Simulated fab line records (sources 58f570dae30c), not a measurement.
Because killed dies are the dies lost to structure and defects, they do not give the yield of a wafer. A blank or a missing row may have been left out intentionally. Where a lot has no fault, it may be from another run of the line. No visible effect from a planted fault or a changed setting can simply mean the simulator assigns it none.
Matching of chambers + flow berkeley cmos170 + UCB170_ZERO_ETCH_06 on rie diel-01 has 4 sister chambers
The step etches SiO2 in CHF3/CF4/Ar, time 12 s. 20 wafers are shown with their chamber, then 10 later ones without.

WAFERS WITH THEIR CHAMBER
| wafer  | chamber | drypump motor current A (A) | throttle valve pct (%) | oes product au (a.u.) |
|--------|---------|-----------------------------|------------------------|-----------------------|
| L077.1 | 3       | 5.8                         | 9.18                   | 0.602                 |
| L077.4 | 2       | 6.0                         | 9.18                   | 0.601                 |
| L077.5 | 1       | 6.1                         | 9.03                   | 0.625                 |
| L081.1 | 2       | 6.0                         | 9.20                   | 0.591                 |
| L081.3 | 3       | 5.8                         | 9.19                   | 0.599                 |
| L081.5 | 3       | 5.8                         | 9.18                   | 0.603                 |
| L082.2 | 2       | 6.0                         | 9.20                   | 0.591                 |
| L082.4 | 1       | 6.0                         | 9.04                   | 0.630                 |
| L082.6 | 0       | 5.3                         | 9.16                   | 0.611                 |
| L083.4 | 0       | 5.3                         | 9.17                   | 0.620                 |
| L083.5 | 2       | 6.0                         | 9.18                   | 0.601                 |
| L083.6 | 1       | 6.1                         | 9.03                   | 0.634                 |
| L084.3 | 3       | 5.7                         | 9.19                   | 0.608                 |
| L084.4 | 2       | 6.0                         | 9.20                   | 0.599                 |
| L084.6 | 1       | 6.1                         | 9.03                   | 0.634                 |
| L086.1 | 0       | 5.3                         | 9.16                   | 0.624                 |
| L086.5 | 2       | 6.0                         | 9.18                   | 0.585                 |
| L086.6 | 3       | 5.8                         | 9.17                   | 0.600                 |
| L089.1 | 2       | 6.0                         | 9.20                   | 0.598                 |
| L089.3 | 3       | 5.8                         | 9.17                   | 0.603                 |

SIGNATURES (averages over the wafers above)
| reading                 | chamber 0 | chamber 1 | chamber 2 | chamber 3 | scatter within a chamber |
|-------------------------|-----------|-----------|-----------|-----------|--------------------------|
| drypump motor current A | 5.300     | 6.075     | 6.000     | 5.783     | 0.0315                   |
| throttle valve pct      | 9.1633    | 9.0325    | 9.1914    | 9.1800    | 0.00876                  |
| oes product au          | 0.61833   | 0.63075   | 0.59514   | 0.60250   | 0.00513                  |
Rule: for a wafer and a chamber, the distance is found by dividing, reading by reading, the gap between the wafer's reading and the chamber's mean by the reading's scatter, squaring, summing and taking the root. The wafer belongs to the nearest chamber; if the next one is less than 2 further off, it can't be placed. How the scatter is found: for the shown wafers, subtract from each reading the mean of its chamber, square and add these, divide the total by (wafers less chambers), then take the root.

WAFERS WITHOUT THEIR CHAMBER
| wafer  | drypump motor current A (A) | throttle valve pct (%) | oes product au (a.u.) |
|--------|-----------------------------|------------------------|-----------------------|
| L089.4 | 5.3                         | 9.15                   | 0.614                 |
| L092.3 | 6.0                         | 9.18                   | 0.598                 |
| L092.4 | 6.0                         | 9.04                   | 0.628                 |
| L092.5 | 5.8                         | 9.18                   | 0.608                 |
| L093.1 | 5.8                         | 9.18                   | 0.609                 |
| L093.4 | 6.0                         | 9.18                   | 0.596                 |
| L093.6 | 5.8                         | 9.17                   | 0.610                 |
| L096.4 | 6.0                         | 9.17                   | 0.597                 |
| L096.5 | 5.3                         | 9.16                   | 0.617                 |
| L096.6 | 5.7                         | 9.17                   | 0.599                 |

EACH ONE'S CHAMBER
| wafer  | from the rows above | in truth |
|--------|---------------------|----------|
| L089.4 | 0                   | 0        |
| L092.3 | 2                   | 2        |
| L092.4 | 1                   | 1        |
| L092.5 | 3                   | 3        |
| L093.1 | 3                   | 3        |
| L093.4 | 2                   | 2        |
| L093.6 | 3                   | 3        |
| L096.4 | 2                   | 2        |
| L096.5 | 0                   | 0        |
| L096.6 | 3                   | 3        |
Placed correctly: 10 of 10. Number that these rows cannot place: 0. Wrongly placed: 0.
